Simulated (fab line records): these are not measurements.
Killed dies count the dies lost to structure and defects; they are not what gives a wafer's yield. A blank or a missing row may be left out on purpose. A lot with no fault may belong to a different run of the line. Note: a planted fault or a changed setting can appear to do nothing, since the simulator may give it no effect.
Which tool did it? -- flow berkeley_cmos170 -- 21 wafers from 7 lots sampled at 2 of the route's 331 steps

== WHAT THE GAUGES SHOWED, per wafer ==
UCB170_NLDD_OVL_MEAS_07.
lot,measured,on,NLDD_OVL (nm)
L897,day 6 20:06,overlay-01,1 -3 1
L900,day 7 08:45,overlay-02,-9 -4 2
L903,day 7 16:19,overlay-01,3 5 1
L913,day 10 13:02,overlay-02,-1 3 5
L915,day 11 03:21,overlay-02,5 3 4
L917,day 11 12:14,overlay-01,-2 3 1

== WHICH TOOL RAN EACH LOT (tool, then ch and the chambers of the sampled wafers, then the start) ==
lot,UCB170_FIELD_WET_ETCH_04
L897,"wet_bench-04 ch 3, day 5 07:31"
L900,"wet_bench-02 ch 2, day 5 17:08"
L903,"wet_bench-03 ch 3, day 6 06:37"
L910,"wet_bench-04 ch 1, day 7 19:50"
L913,"wet_bench-03 ch 3, day 8 09:53"
L915,"wet_bench-02 ch 2, day 9 11:32"
L917,"wet_bench-02 ch 1, day 9 23:59"
- UCB170_FIELD_WET_ETCH_04: etches SiO2 in dHF, time 60 s.

== THE ANSWER, worked out from the rows above alone ==
Rule: what is usual is taken from the lots themselves. The widest of any qualifying gaps counts: lots, ordered by their means at a reading, are off when they make up no more than a third of the lots, leave a main group of 4 or more, and stand apart from it by 3 or more times the standard deviation of that group's means. A main group is skipped when, at the precision printed for the reading in the tables above, its means are all equal. A lot without any number at a reading at which 4 lots or more have one is off too. The other lots that the step has rows for count as sound.
None of the lots is off at any reading shown; this tells nothing.

== WHAT THE SIMULATOR HAD INSERTED ==
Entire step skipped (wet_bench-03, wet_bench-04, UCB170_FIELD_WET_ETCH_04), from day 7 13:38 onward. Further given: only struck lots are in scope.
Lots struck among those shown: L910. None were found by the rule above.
